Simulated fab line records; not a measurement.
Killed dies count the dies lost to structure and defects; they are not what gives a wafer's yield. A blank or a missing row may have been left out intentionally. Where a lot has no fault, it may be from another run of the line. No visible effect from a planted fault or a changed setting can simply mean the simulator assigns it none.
One fault through the eyes of 2 desks    flow rit cmos    every desk sees just its own numbers, and what lay behind them comes last

THE METROLOGY DESK
Means of the sampled wafers that have a number, per lot and without regard to the tool the lot ran on: this is what the gauges read. If a lot's mean is further than 4 standard deviations from the usual mean, the lot is out of limits and carries the mark OUT (the distance appears in the brackets).
Columns: A = NWELL_RS at RIT_WELLDRIVE_RS_MEAS_01, usual 275.5 ohm/sq
lot   first seen here  A
L585  day 2 15:01      275.5
L586  day 2 17:51      275.2
L588  day 3 05:29      276.0
L591  day 4 00:57      276.8
L592  day 4 05:08      275.7
L593  day 4 08:40      276.0
L595  day 4 16:45      274.4
L596  day 4 18:01      274.1
L597  day 4 23:25      274.9
L599  day 5 13:59      276.3
L601  day 6 01:29      276.3
L602  day 6 04:01      259.6 (-19) OUT
L605  day 6 23:56      260.2 (-18) OUT
L607  day 7 14:04      276.8
This desk's finding: out of limits on L602, L605; first on L602, day 6 04:01 (NWELL_RS at RIT_WELLDRIVE_RS_MEAS_01). L585, L586, L588, L591, L592, L593, L595, L596, L597, L599, L601, L607 stayed within limits.

THE TOOL OWNER'S DESK: implanter-03
The tool's own readings at RIT_NWELL_IMPLANT_08: means of the sampled wafers that have a number, for each lot that ran on this tool. If a lot's mean is further than 4 standard deviations from the usual mean, the lot is out of limits and carries the mark OUT (the distance appears in the brackets).
Columns: A = dose ions cm2 at RIT_NWELL_IMPLANT_08, usual 5e+13; B = end station pressure torr at RIT_NWELL_IMPLANT_08, usual 5.14e-06 Torr; C = faraday current uA at RIT_NWELL_IMPLANT_08, usual 159
lot   first seen here  A                B         C
L585  day 2 06:35      5e+13            5.28e-06  161
L586  day 2 09:05      5e+13            5.45e-06  163
L595  day 4 09:36      5e+13            4.90e-06  157
L597  day 4 15:00      5e+13            5.04e-06  158
L602  day 5 20:59      6e+13 (+90) OUT  5.23e-06  181 (+6.7) OUT
L605  day 6 14:36      6e+13 (+89) OUT  5.20e-06  173 (+4.2) OUT
This desk's verdict: out of limits on L602, L605, starting with L602 at day 5 20:59 (dose ions cm2 at RIT_NWELL_IMPLANT_08). L585, L586, L595, L597 stayed within limits.

TAKEN TOGETHER
On L602, L605, at day 5 20:59, an alarm was possible from the tool owner's desk.
The metrology desk could have raised an alarm at day 6 04:01, on L602, L605.
Of the lots named, all ran RIT_NWELL_IMPLANT_08 on implanter-03.

WHAT WAS PUT IN BY THE SIMULATOR
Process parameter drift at RIT_NWELL_IMPLANT_08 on implanter-03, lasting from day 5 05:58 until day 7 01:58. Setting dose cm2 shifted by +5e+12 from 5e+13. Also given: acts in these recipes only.
Struck lots among those shown: L602, L605.
Counting hours from when the fault started, the first reading out of limits came at 15 for the tool owner's desk and at 22 for the metrology desk.
